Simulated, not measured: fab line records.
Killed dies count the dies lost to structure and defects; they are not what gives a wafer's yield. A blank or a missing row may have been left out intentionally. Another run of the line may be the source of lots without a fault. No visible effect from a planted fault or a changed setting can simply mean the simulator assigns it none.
Split-lot trial | flow berkeley-cmos170 | 5 lots, 23 wafers read, on a route of 331 steps

== ABOUT THE SPLIT ==
At UCB170_PSD_EXPOSE_03 (exposes mask PSELECT MOD, target cd 1200 nm), the setting dose-mj was moved away from the recipe's 30 on 6 of the 23 wafers read, by -2.3% to +6.9%. All remaining wafers had this setting at the recipe value.

== FROM THE SPLIT TO THE READING: what the file shows between them, 2 steps ==
- UCB170_PSD_PEB_04
- UCB170_PSD_DEVELOP_05: develop time 45 s

== THE READING ==
cd-nm, in nm, at UCB170_PSD_CD_MEAS_06 (target cd 1200 nm). Typical for fault-free wafers on this fab line: 1199.5 nm, with standard deviation 2.1 nm.

wafer  | tool, chamber at the split | dose-mj as run | against the recipe | cd-nm, nm | against lot-mates on the recipe
L074.2 | krf-scanner-01, 0          | 30             | recipe             | 1201.9    | -
L074.3 | krf-scanner-01, 0          | 30.96          | +3.2%              | 1207.3    | +5.8
L074.4 | krf-scanner-01, 0          | 30.96          | +3.2%              | 1207.1    | +5.6
L074.5 | krf-scanner-01, 0          | 30             | recipe             | 1200.6    | -
L074.6 | krf-scanner-01, 0          | 30             | recipe             | 1202.1    | -
L076.1 | krf-scanner-02, 0          | 29.31          | -2.3%              | 1194.5    | -4.1
L076.2 | krf-scanner-02, 0          | 30             | recipe             | 1198.4    | -
L076.3 | krf-scanner-02, 0          | 29.31          | -2.3%              | 1194.2    | -4.4
L076.4 | krf-scanner-02, 0          | 30             | recipe             | 1198.9    | -
L076.6 | krf-scanner-02, 0          | 30             | recipe             | 1198.5    | -
L078.3 | krf-scanner-02, 0          | 30             | recipe             | 1199.2    | -
L078.4 | krf-scanner-02, 0          | 30             | recipe             | 1200.0    | -
L078.6 | krf-scanner-02, 0          | 30             | recipe             | 1199.3    | -
L080.1 | krf-scanner-02, 0          | 30             | recipe             | 1198.3    | -
L080.2 | krf-scanner-02, 0          | 30             | recipe             | 1196.5    | -
L080.4 | krf-scanner-02, 0          | 30             | recipe             | 1199.2    | -
L080.5 | krf-scanner-02, 0          | 30             | recipe             | 1197.5    | -
L080.6 | krf-scanner-02, 0          | 30             | recipe             | 1197.6    | -
L084.1 | krf-scanner-02, 0          | 30             | recipe             | 1197.5    | -
L084.2 | krf-scanner-02, 0          | 32.06          | +6.9%              | 1210.1    | +13.2
L084.3 | krf-scanner-02, 0          | 30             | recipe             | 1196.9    | -
L084.5 | krf-scanner-02, 0          | 32.06          | +6.9%              | 1208.3    | +11.4
L084.6 | krf-scanner-02, 0          | 30             | recipe             | 1196.3    | -

FIT RESULTS
A straight line over all 23 wafers: cd-nm changes by +1.73 nm for each +1% of dose-mj; r = +0.91; the points scatter about the line by 1.8 nm.
The same after taking each lot's own level away (the mean of its wafers on the recipe; 23 wafers): +1.8 nm for each +1%; r = +0.99; scatter 0.63 nm.
The reading moves by 12 nm for the largest change in dose-mj, on that fit.
From 1196.90 to 1201.53 nm: that is the span of the lots' own levels, equal to 2.2 times the standard deviation above.
Hence the lot-to-lot level has little effect on the slope; both slopes agree.
Check: +11.8 nm against its lot-mates is what the line predicts for one of the wafers moved furthest among these (+6.9%) when that wafer is left out of the fit. Against them it came out at +13.2 nm.

== OTHER SPLITS APPLIED TO THESE WAFERS ==
These wafers also went through other splits before the reading. Each is held against what the fit with the lots' levels taken away leaves over:
other split on the same wafers | wafers away from the commonest value | r with cd-nm (lot level and that fit taken away)
UCB170_GATE_COAT_07 spin-rpm   | 7                                    | +0.17
UCB170_PLDD_EXPOSE_03 dose-mj  | 5                                    | -0.03
UCB170_SPACER_ANNEAL_02 temp-c | 10                                   | +0.02

== THE FILE'S OWN FIT ==
cd-nm changes by +1.8 nm for each +1% of dose-mj, r = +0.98.
